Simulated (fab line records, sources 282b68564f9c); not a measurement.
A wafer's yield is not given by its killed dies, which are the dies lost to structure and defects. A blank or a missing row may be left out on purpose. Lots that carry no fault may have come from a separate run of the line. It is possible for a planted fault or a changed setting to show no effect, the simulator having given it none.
fab line records / flow rit_cmos
record: lots: 6 wafers: 18 last_day: 7
route steps=202 shown NRETRO@54 PRETRO@64 M1@202
lots that met no fault: taken from a fault-free run of the same line
start_h: start of the lot's first displayed wafer, in hours after the record's first day / wait_h: how many hours have passed since the lot's step before this one / " identical to the entry in the row above / L1.1+2: several wafers, shown together as one row / - no value, or no start was given / * or withheld: withheld / < > ~ a bound
route shown NAME@n: a module of which the file shows steps, and the number in the route of the first / usual: average and standard deviation across the fault-free wafers / same: alike in all rows / chamber/n: place in a boat / sites: each site's reading / _std_site: standard deviation across them / _edge_site: mean of outer sites minus mean of inner sites / radius_mm: how far each site lies from the wafer's centre / mask NAME#n: copy n / behind: tool/chamber where the wafer was last shaped / hold: why the lot went on hold/how many hours it stayed there/how the hold came to an end / device: the transistor (n, p or np) that didn't switch / end of line: at the end of the route, the tests of the same wafers / a step with no rows: only its recipe / killed: dies that structure and defects cost at the first sort, which is not the same as the wafer's yield / map: per-die view of a wafer (x killed, . not killed, _ where there is no die)
set.NAME: the setting that was run; set.NAME@STEP: the one run at that earlier step / model.NAME: the simulator's own value behind a step, which no gauge read
lots at some steps of the route; a table a step, a row a wafer
services: from which hour (start_h, from the record's first day; less than 0 if before it) a tool's chamber was out of use, for how many hours, and why
== steps ==
step: RIT_NRETRO_COAT_01
recipe: resist: NOVOLAK spin_rpm: 2000 resist_thk_nm: 1300
step: RIT_NRETRO_SOFTBAKE_02
recipe: resist: NOVOLAK temp_c: 90 time_s: 60
step: RIT_NRETRO_EXPOSE_03
recipe: mask_id: M4 na: 0.57 target_cd_nm: 43900 dose_mj: 250
step: RIT_NRETRO_PEB_04
recipe: resist: NOVOLAK temp_c: withheld time_s: withheld
step: RIT_NRETRO_DEVELOP_05
recipe: resist: NOVOLAK develop_time_s: 68 dev_temp_c: 23
step: RIT_NRETRO_OVL_MEAS_06
usual: NRETRO_OVL: -0.7/1.1
lot.wafer=L473.2 tool=overlay-01 chamber=- start_h=33.84 wait_h=- NRETRO_OVL[nm]=-0.2
lot.wafer=L473.3 tool=overlay-01 chamber=- start_h=33.84 wait_h=- NRETRO_OVL[nm]=-1.6
lot.wafer=L473.5 tool=overlay-01 chamber=- start_h=33.84 wait_h=- NRETRO_OVL[nm]=0.2
lot.wafer=L478.1 tool=overlay-01 chamber=- start_h=55.25 wait_h=- NRETRO_OVL[nm]=-1.3
lot.wafer=L478.2 tool=overlay-01 chamber=- start_h=55.25 wait_h=- NRETRO_OVL[nm]=-1.6
lot.wafer=L478.5 tool=overlay-01 chamber=- start_h=55.25 wait_h=- NRETRO_OVL[nm]=-1.7
lot.wafer=L482.3 tool=overlay-02 chamber=- start_h=74.85 wait_h=- NRETRO_OVL[nm]=0.4
lot.wafer=L482.4 tool=overlay-02 chamber=- start_h=74.85 wait_h=- NRETRO_OVL[nm]=-0.2
lot.wafer=L482.6 tool=overlay-02 chamber=- start_h=74.85 wait_h=- NRETRO_OVL[nm]=-0.3
lot.wafer=L492.1 tool=overlay-01 chamber=- start_h=125.42 wait_h=- NRETRO_OVL[nm]=-1.1
lot.wafer=L492.4 tool=overlay-01 chamber=- start_h=125.42 wait_h=- NRETRO_OVL[nm]=-1.0
lot.wafer=L492.6 tool=overlay-01 chamber=- start_h=125.42 wait_h=- NRETRO_OVL[nm]=-1.3
lot.wafer=L493.2 tool=overlay-02 chamber=- start_h=130.61 wait_h=- NRETRO_OVL[nm]=-1.2
lot.wafer=L493.4 tool=overlay-02 chamber=- start_h=130.61 wait_h=- NRETRO_OVL[nm]=-2.0
lot.wafer=L493.5 tool=overlay-02 chamber=- start_h=130.61 wait_h=- NRETRO_OVL[nm]=-2.5
lot.wafer=L496.1 tool=overlay-01 chamber=- start_h=143.77 wait_h=- NRETRO_OVL[nm]=0.0
lot.wafer=L496.3 tool=overlay-01 chamber=- start_h=143.77 wait_h=- NRETRO_OVL[nm]=-1.4
lot.wafer=L496.4 tool=overlay-01 chamber=- start_h=143.77 wait_h=- NRETRO_OVL[nm]=-0.8
step: RIT_NRETRO_HARDBAKE_07
recipe: resist: NOVOLAK temp_c: 140 time_s: 120
step: RIT_NRETRO_IMPLANT_08
recipe: species: P energy_kev: 70 dose_cm2: 1e+13 tilt_deg: 7
step: RIT_NRETRO_STRIP_09
recipe: chemistry: O2 time_s: 180 resist: NOVOLAK platen_temp_c: withheld power_w: 500 pressure_mtorr: 4000 o2_flow_sccm: 4000
usual: drypump_motor_current_A: 5.6/0.45
lot.wafer=L473.2 tool=plasma_asher-01 chamber=0 start_h=34.27 wait_h=0.1 drypump_motor_current_A=5.4 rf_hours_counter_h=41
lot.wafer=L473.3 tool=plasma_asher-01 chamber=0 start_h=34.27 wait_h=0.1 drypump_motor_current_A=5.4 rf_hours_counter_h=-
lot.wafer=L473.5 tool=plasma_asher-01 chamber=0 start_h=34.27 wait_h=0.1 drypump_motor_current_A=5.4 rf_hours_counter_h=-
lot.wafer=L478.1 tool=plasma_asher-03 chamber=1 start_h=55.68 wait_h=0.1 drypump_motor_current_A=6.6 rf_hours_counter_h=42
lot.wafer=L478.2 tool=plasma_asher-03 chamber=0 start_h=55.68 wait_h=0.1 drypump_motor_current_A=5.6 rf_hours_counter_h=42
lot.wafer=L478.5 tool=plasma_asher-03 chamber=0 start_h=55.68 wait_h=0.1 drypump_motor_current_A=5.6 rf_hours_counter_h=-
lot.wafer=L482.3 tool=plasma_asher-03 chamber=0 start_h=75.34 wait_h=0.1 drypump_motor_current_A=5.6 rf_hours_counter_h=-
lot.wafer=L482.4 tool=plasma_asher-03 chamber=1 start_h=75.34 wait_h=0.1 drypump_motor_current_A=6.6 rf_hours_counter_h=-
lot.wafer=L482.6 tool=plasma_asher-03 chamber=0 start_h=75.34 wait_h=0.1 drypump_motor_current_A=5.6 rf_hours_counter_h=-
lot.wafer=L492.1 tool=plasma_asher-02 chamber=0 start_h=126.01 wait_h=0.1 drypump_motor_current_A=5.8 rf_hours_counter_h=30
lot.wafer=L492.4 tool=plasma_asher-02 chamber=0 start_h=126.01 wait_h=0.1 drypump_motor_current_A=5.9 rf_hours_counter_h=-
lot.wafer=L492.6 tool=plasma_asher-02 chamber=0 start_h=126.01 wait_h=0.1 drypump_motor_current_A=5.8 rf_hours_counter_h=-
lot.wafer=L493.2 tool=plasma_asher-03 chamber=0 start_h=131.04 wait_h=0.1 drypump_motor_current_A=5.6 rf_hours_counter_h=50
lot.wafer=L493.4 tool=plasma_asher-03 chamber=0 start_h=131.04 wait_h=0.1 drypump_motor_current_A=5.5 rf_hours_counter_h=-
lot.wafer=L493.5 tool=plasma_asher-03 chamber=1 start_h=131.04 wait_h=0.1 drypump_motor_current_A=6.5 rf_hours_counter_h=-
lot.wafer=L496.1 tool=plasma_asher-03 chamber=1 start_h=144.21 wait_h=0.1 drypump_motor_current_A=6.6 rf_hours_counter_h=51
lot.wafer=L496.3 tool=plasma_asher-03 chamber=0 start_h=144.21 wait_h=0.1 drypump_motor_current_A=5.6 rf_hours_counter_h=-
lot.wafer=L496.4 tool=plasma_asher-03 chamber=1 start_h=144.21 wait_h=0.1 drypump_motor_current_A=6.6 rf_hours_counter_h=-
step: RIT_NRETRO_TW_MEAS_10
usual: NRETRO_TW: 1035/11
lot.wafer=L473.2 tool=film_metro-04 chamber=- start_h=34.46 wait_h=0.1 NRETRO_TW=1051
lot.wafer=L473.3 tool=film_metro-04 chamber=- start_h=34.46 wait_h=0.1 NRETRO_TW=1040
lot.wafer=L473.5 tool=film_metro-04 chamber=- start_h=34.46 wait_h=0.1 NRETRO_TW=1046
lot.wafer=L478.1 tool=film_metro-03 chamber=- start_h=55.86 wait_h=0.1 NRETRO_TW=1035
lot.wafer=L478.2 tool=film_metro-03 chamber=- start_h=55.86 wait_h=0.1 NRETRO_TW=1039
lot.wafer=L478.5 tool=film_metro-03 chamber=- start_h=55.86 wait_h=0.1 NRETRO_TW=1040
lot.wafer=L482.3 tool=film_metro-03 chamber=- start_h=75.47 wait_h=0.1 NRETRO_TW=1033
lot.wafer=L482.4 tool=film_metro-03 chamber=- start_h=75.47 wait_h=0.1 NRETRO_TW=1036
lot.wafer=L482.6 tool=film_metro-03 chamber=- start_h=75.47 wait_h=0.1 NRETRO_TW=1032
lot.wafer=L492.1 tool=film_metro-04 chamber=- start_h=126.18 wait_h=0.1 NRETRO_TW=1051
lot.wafer=L492.4 tool=film_metro-04 chamber=- start_h=126.18 wait_h=0.1 NRETRO_TW=1049
lot.wafer=L492.6 tool=film_metro-04 chamber=- start_h=126.18 wait_h=0.1 NRETRO_TW=1048
lot.wafer=L493.2 tool=film_metro-01 chamber=- start_h=131.22 wait_h=0.1 NRETRO_TW=1025
lot.wafer=L493.4 tool=film_metro-01 chamber=- start_h=131.22 wait_h=0.1 NRETRO_TW=1025
lot.wafer=L493.5 tool=film_metro-01 chamber=- start_h=131.22 wait_h=0.1 NRETRO_TW=1026
lot.wafer=L496.1 tool=film_metro-01 chamber=- start_h=144.38 wait_h=0.1 NRETRO_TW=1028
lot.wafer=L496.3 tool=film_metro-01 chamber=- start_h=144.38 wait_h=0.1 NRETRO_TW=1026
lot.wafer=L496.4 tool=film_metro-01 chamber=- start_h=144.38 wait_h=0.1 NRETRO_TW=1023
step: RIT_PRETRO_HMDS_00
recipe: prime_time_s: 60 prime_temp_c: 140
step: RIT_PRETRO_COAT_01
recipe: resist: NOVOLAK spin_rpm: 2000 resist_thk_nm: 1300
step: RIT_PRETRO_SOFTBAKE_02
recipe: resist: NOVOLAK temp_c: 90 time_s: 60
usual: heater_power_total_W: 34.56/0.055 run_length_s: 89.12/0.22
lot.wafer=L473.2 tool=litho_track-02 chamber=0 start_h=34.83 wait_h=0.1 heater_power_total_W=34.60 run_length_s=88.85
lot.wafer=L473.3 tool=litho_track-02 chamber=0 start_h=34.83 wait_h=0.1 heater_power_total_W=34.54 run_length_s=88.93
lot.wafer=L473.5 tool=litho_track-02 chamber=0 start_h=34.83 wait_h=0.1 heater_power_total_W=34.62 run_length_s=89.08
lot.wafer=L478.1 tool=litho_track-01 chamber=0 start_h=56.22 wait_h=0.1 heater_power_total_W=34.49 run_length_s=89.21
lot.wafer=L478.2 tool=litho_track-01 chamber=0 start_h=56.22 wait_h=0.1 heater_power_total_W=34.49 run_length_s=89.39
lot.wafer=L478.5 tool=litho_track-01 chamber=0 start_h=56.22 wait_h=0.1 heater_power_total_W=34.46 run_length_s=89.40
lot.wafer=L482.3 tool=litho_track-02 chamber=0 start_h=75.86 wait_h=0.1 heater_power_total_W=34.63 run_length_s=88.77
lot.wafer=L482.4 tool=litho_track-02 chamber=0 start_h=75.86 wait_h=0.1 heater_power_total_W=34.45 run_length_s=88.88
lot.wafer=L482.6 tool=litho_track-02 chamber=0 start_h=75.86 wait_h=0.1 heater_power_total_W=34.59 run_length_s=88.75
lot.wafer=L492.1 tool=litho_track-02 chamber=0 start_h=126.54 wait_h=0.1 heater_power_total_W=36.95 run_length_s=75.92
lot.wafer=L492.4 tool=litho_track-02 chamber=0 start_h=126.54 wait_h=0.1 heater_power_total_W=37.04 run_length_s=76.02
lot.wafer=L492.6 tool=litho_track-02 chamber=0 start_h=126.54 wait_h=0.1 heater_power_total_W=37.00 run_length_s=75.96
lot.wafer=L493.2 tool=litho_track-02 chamber=0 start_h=131.60 wait_h=0.1 heater_power_total_W=36.96 run_length_s=76.11
lot.wafer=L493.4 tool=litho_track-02 chamber=0 start_h=131.60 wait_h=0.1 heater_power_total_W=37.04 run_length_s=75.91
lot.wafer=L493.5 tool=litho_track-02 chamber=0 start_h=131.60 wait_h=0.1 heater_power_total_W=37.04 run_length_s=76.10
lot.wafer=L496.1 tool=litho_track-04 chamber=0 start_h=144.74 wait_h=0.1 heater_power_total_W=34.58 run_length_s=89.39
lot.wafer=L496.3 tool=litho_track-04 chamber=0 start_h=144.74 wait_h=0.1 heater_power_total_W=34.49 run_length_s=89.18
lot.wafer=L496.4 tool=litho_track-04 chamber=0 start_h=144.74 wait_h=0.1 heater_power_total_W=34.57 run_length_s=89.53
step: RIT_PRETRO_EXPOSE_03
recipe: mask_id: M5 na: 0.57 target_cd_nm: 43700 dose_mj: 250
step: RIT_PRETRO_PEB_04
recipe: resist: NOVOLAK temp_c: withheld time_s: withheld
step: RIT_PRETRO_DEVELOP_05
recipe: resist: NOVOLAK develop_time_s: 68 dev_temp_c: 23
same: develop_time_s: 68
lot.wafer=L473.2 tool=litho_track-04 chamber=0 start_h=- wait_h=- model.NOVOLAK_of_PRETRO_COAT_01.thk_nm=1303
lot.wafer=L473.3+5 tool=litho_track-04 chamber=0 start_h=- wait_h=- model.NOVOLAK_of_PRETRO_COAT_01.thk_nm=1302
lot.wafer=L478.1 tool=litho_track-01 chamber=0 start_h=- wait_h=- model.NOVOLAK_of_PRETRO_COAT_01.thk_nm=1305
lot.wafer=L478.2+5 tool=litho_track-01 chamber=0 start_h=- wait_h=- model.NOVOLAK_of_PRETRO_COAT_01.thk_nm=1304
lot.wafer=L482.3 tool=litho_track-02 chamber=0 start_h=- wait_h=- model.NOVOLAK_of_PRETRO_COAT_01.thk_nm=1298
lot.wafer=L482.4+6 tool=litho_track-02 chamber=0 start_h=- wait_h=- model.NOVOLAK_of_PRETRO_COAT_01.thk_nm=1299
lot.wafer=L492.1+4 tool=litho_track-01 chamber=0 start_h=- wait_h=- model.NOVOLAK_of_PRETRO_COAT_01.thk_nm=1309
lot.wafer=L492.6 tool=litho_track-01 chamber=0 start_h=- wait_h=- model.NOVOLAK_of_PRETRO_COAT_01.thk_nm=1305
lot.wafer=L493.2 tool=litho_track-04 chamber=0 start_h=- wait_h=- model.NOVOLAK_of_PRETRO_COAT_01.thk_nm=1308
lot.wafer=L493.4 tool=litho_track-04 chamber=0 start_h=- wait_h=- model.NOVOLAK_of_PRETRO_COAT_01.thk_nm=1304
lot.wafer=L493.5 tool=litho_track-04 chamber=0 start_h=- wait_h=- model.NOVOLAK_of_PRETRO_COAT_01.thk_nm=1305
lot.wafer=L496.1+3 tool=litho_track-04 chamber=0 start_h=- wait_h=- model.NOVOLAK_of_PRETRO_COAT_01.thk_nm=1303
lot.wafer=L496.4 tool=litho_track-04 chamber=0 start_h=- wait_h=- model.NOVOLAK_of_PRETRO_COAT_01.thk_nm=1302
step: RIT_PRETRO_OVL_MEAS_06
usual: PRETRO_OVL: 0.8/1.2
lot.wafer=L473.2 tool=overlay-02 chamber=- start_h=35.52 wait_h=- PRETRO_OVL[nm]=-0.6
lot.wafer=L473.3 tool=overlay-02 chamber=- start_h=35.52 wait_h=- PRETRO_OVL[nm]=0.1
lot.wafer=L473.5 tool=overlay-02 chamber=- start_h=35.52 wait_h=- PRETRO_OVL[nm]=0.1
lot.wafer=L478.1 tool=overlay-02 chamber=- start_h=56.92 wait_h=- PRETRO_OVL[nm]=2.9
lot.wafer=L478.2 tool=overlay-02 chamber=- start_h=56.92 wait_h=- PRETRO_OVL[nm]=3.6
lot.wafer=L478.5 tool=overlay-02 chamber=- start_h=56.92 wait_h=- PRETRO_OVL[nm]=2.3
lot.wafer=L482.3 tool=overlay-01 chamber=- start_h=76.53 wait_h=- PRETRO_OVL[nm]=0.9
lot.wafer=L482.4 tool=overlay-01 chamber=- start_h=76.53 wait_h=- PRETRO_OVL[nm]=-0.3
lot.wafer=L482.6 tool=overlay-01 chamber=- start_h=76.53 wait_h=- PRETRO_OVL[nm]=1.3
lot.wafer=L492.1 tool=overlay-02 chamber=- start_h=127.25 wait_h=- PRETRO_OVL[nm]=1.4
lot.wafer=L492.4 tool=overlay-02 chamber=- start_h=127.25 wait_h=- PRETRO_OVL[nm]=2.0
lot.wafer=L492.6 tool=overlay-02 chamber=- start_h=127.25 wait_h=- PRETRO_OVL[nm]=1.6
lot.wafer=L493.2 tool=overlay-01 chamber=- start_h=132.28 wait_h=- PRETRO_OVL[nm]=0.6
lot.wafer=L493.4 tool=overlay-01 chamber=- start_h=132.28 wait_h=- PRETRO_OVL[nm]=-1.5
lot.wafer=L493.5 tool=overlay-01 chamber=- start_h=132.28 wait_h=- PRETRO_OVL[nm]=-0.1
lot.wafer=L496.1 tool=overlay-01 chamber=- start_h=145.32 wait_h=- PRETRO_OVL[nm]=-0.3
lot.wafer=L496.3 tool=overlay-01 chamber=- start_h=145.32 wait_h=- PRETRO_OVL[nm]=0.2
lot.wafer=L496.4 tool=overlay-01 chamber=- start_h=145.32 wait_h=- PRETRO_OVL[nm]=-0.1
step: RIT_M1_PROBE_99
usual: killed_at_front_end: 6.1/2.9 killed_dies: 6.2/2.9 killed_open: 3.2/1.9 killed_short: 3/1.9
same: gross_dies: 264 killed_at_M0_to_M3: 0 killed_at_M4_up: 0 killed_at_back_side: 0 killed_at_contacts: 0 killed_at_other: 0
lot.wafer=L473.2 tool=prober-02 chamber=- start_h=62.51 wait_h=0.1 killed_at_front_end=3 killed_dies=3 killed_open=1 killed_short=2
lot.wafer=L473.3 tool=prober-02 chamber=- start_h=62.56 wait_h=0.2 killed_at_front_end=4 killed_dies=4 killed_open=1 killed_short=3
lot.wafer=L473.5 tool=prober-02 chamber=- start_h=62.66 wait_h=0.2 killed_at_front_end=6 killed_dies=6 killed_open=3 killed_short=3
lot.wafer=L478.1 tool=prober-02 chamber=- start_h=83.93 wait_h=0.1 killed_at_front_end=3 killed_dies=3 killed_open=1 killed_short=2
lot.wafer=L478.2 tool=prober-02 chamber=- start_h=83.98 wait_h=0.1 killed_at_front_end=7 killed_dies=7 killed_open=4 killed_short=3
lot.wafer=L478.5 tool=prober-02 chamber=- start_h=84.13 wait_h=0.2 killed_at_front_end=7 killed_dies=7 killed_open=4 killed_short=3
lot.wafer=L482.3 tool=prober-01 chamber=- start_h=104.22 wait_h=0.2 killed_at_front_end=5 killed_dies=5 killed_open=4 killed_short=1
lot.wafer=L482.4 tool=prober-01 chamber=- start_h=104.27 wait_h=0.2 killed_at_front_end=2 killed_dies=2 killed_open=1 killed_short=1
lot.wafer=L482.6 tool=prober-01 chamber=- start_h=104.37 wait_h=0.2 killed_at_front_end=9 killed_dies=9 killed_open=6 killed_short=3
lot.wafer=L492.1 tool=prober-01 chamber=- start_h=154.13 wait_h=0.1 killed_at_front_end=3 killed_dies=3 killed_open=1 killed_short=2
lot.wafer=L492.4 tool=prober-01 chamber=- start_h=154.28 wait_h=0.2 killed_at_front_end=5 killed_dies=5 killed_open=0 killed_short=5
lot.wafer=L492.6 tool=prober-01 chamber=- start_h=154.38 wait_h=0.2 killed_at_front_end=10 killed_dies=10 killed_open=5 killed_short=5
lot.wafer=L493.2 tool=prober-02 chamber=- start_h=158.72 wait_h=0.1 killed_at_front_end=5 killed_dies=5 killed_open=2 killed_short=3
lot.wafer=L493.4 tool=prober-02 chamber=- start_h=158.82 wait_h=0.2 killed_at_front_end=7 killed_dies=7 killed_open=3 killed_short=4
lot.wafer=L493.5 tool=prober-02 chamber=- start_h=158.87 wait_h=0.2 killed_at_front_end=5 killed_dies=5 killed_open=5 killed_short=0
lot.wafer=L496.1 tool=prober-01 chamber=- start_h=174.23 wait_h=0.1 killed_at_front_end=12 killed_dies=12 killed_open=4 killed_short=8
lot.wafer=L496.3 tool=prober-01 chamber=- start_h=174.33 wait_h=0.2 killed_at_front_end=5 killed_dies=5 killed_open=2 killed_short=3
lot.wafer=L496.4 tool=prober-01 chamber=- start_h=174.38 wait_h=0.2 killed_at_front_end=4 killed_dies=4 killed_open=3 killed_short=1
killed by level:class
L473.2 GATE:geometric_particle:short=2 SILICIDE:geometric_particle:open=1
L473.3 GATE:geometric_particle:short=2 FOX1:geometric_particle:short=1 GATE:geometric_particle:open=1
L473.5 GATE:geometric_particle:short=2 FOX2:geometric_particle:open=1 GATE:geometric_particle:open=1 REOX:geometric_particle:open=1 SILICIDE:geometric_particle:short=1
L478.1 FOX1:geometric_particle:short=1 SPACER:geometric_particle:open=1 SILICIDE:geometric_particle:short=1
L478.2 GATE:geometric_particle:short=3 SPACER:geometric_particle:open=2 FOX2:geometric_particle:open=1 SILICIDE:geometric_particle:open=1
L478.5 GATE:geometric_particle:open=2 SPACER:geometric_particle:short=2 FOX1:geometric_particle:open=1 GATE:geometric_particle:short=1 SILICIDE:geometric_particle:open=1
L482.3 FOX2:geometric_particle:open=2 SPACER:geometric_particle:open=1 SILICIDE:geometric_particle:open=1 SILICIDE:geometric_particle:short=1
L482.4 REOX:geometric_particle:short=1 SILICIDE:geometric_particle:open=1
L482.6 FOX2:geometric_particle:open=2 GATE:geometric_particle:open=2 SILICIDE:geometric_particle:open=2 SILICIDE:geometric_particle:short=2 REOX:geometric_particle:short=1
L492.1 FOX2:geometric_particle:short=2 GATE:geometric_particle:open=1
L492.4 SPACER:geometric_particle:short=2 FOX1:geometric_particle:short=1 GATE:geometric_particle:short=1 REOX:geometric_particle:short=1
L492.6 FOX1:geometric_particle:short=2 REOX:geometric_particle:open=2 FOX1:geometric_particle:open=1 FOX2:geometric_particle:open=1 FOX2:geometric_particle:short=1 GATE:geometric_particle:short=1 REOX:geometric_particle:short=1 SPACER:geometric_particle:open=1
L493.2 GATE:geometric_particle:short=3 REOX:geometric_particle:open=2
L493.4 FOX1:geometric_particle:short=1 GATE:geometric_particle:short=1 REOX:geometric_particle:open=1 SPACER:geometric_particle:open=1 SPACER:geometric_particle:short=1 SILICIDE:geometric_particle:short=1 SILICIDE:geometric_particle:open=1
L493.5 FOX2:geometric_particle:open=1 GATE:geometric_particle:open=1 REOX:geometric_particle:open=1 SPACER:geometric_particle:open=1 SILICIDE:geometric_particle:open=1
L496.1 GATE:geometric_particle:short=6 GATE:geometric_particle:open=2 FOX1:geometric_particle:open=1 FOX2:geometric_particle:short=1 REOX:geometric_particle:short=1 SPACER:geometric_particle:open=1
L496.3 FOX1:geometric_particle:short=1 GATE:geometric_particle:short=1 GATE:geometric_particle:open=1 REOX:geometric_particle:open=1 SPACER:geometric_particle:short=1
L496.4 GATE:geometric_particle:open=2 GATE:geometric_particle:short=1 REOX:geometric_particle:open=1
== services ==
tool=plasma_asher-02 chamber=- start_h=105.11 hours=0.7 kind=repair
tool=plasma_asher-01 chamber=- start_h=108.85 hours=9.0 kind=pm
tool=plasma_asher-01 chamber=0 start_h=108.85 hours=9.0 kind=vent_cycle
tool=plasma_asher-01 chamber=1 start_h=108.85 hours=9.0 kind=vent_cycle
tool=plasma_asher-01 chamber=0 start_h=117.85 hours=- kind=clean
tool=plasma_asher-01 chamber=1 start_h=117.85 hours=- kind=clean
== key ==
first_sign: step: RIT_PRETRO_SOFTBAKE_02 reading: run_length_s direction: down sigmas: 59 usual: * struck: *
effect: step: RIT_PRETRO_SOFTBAKE_02 reading: heater_power_total_W direction: up sigmas: 44 usual: 34.56 struck: 37.00
model_effect: step: RIT_PRETRO_DEVELOP_05 value: NOVOLAK_of_PRETRO_COAT_01.thk_nm without: 1300 struck: 1307
met_at RIT_PRETRO_SOFTBAKE_02
struck_wafers L492.1,L492.4,L492.6,L493.2,L493.4,L493.5
tester_left_out L492,L493
onset_between 75.86 126.54
fault: kind: process_parameter_drift tool: litho_track-02 chamber: - onset_h: 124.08 steps: RIT_PRETRO_SOFTBAKE_02 channel: time_s offset: * shape: step end_h: 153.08 acts_in: * stated: *
tester_left_out: of these lots the tester's yield and bins aren't shown, on N5 and GAA mostly nor the transistor test; their killed dies are dies lost to structure and defects alone, not to doping, threshold or leakage, so they don't give the yield
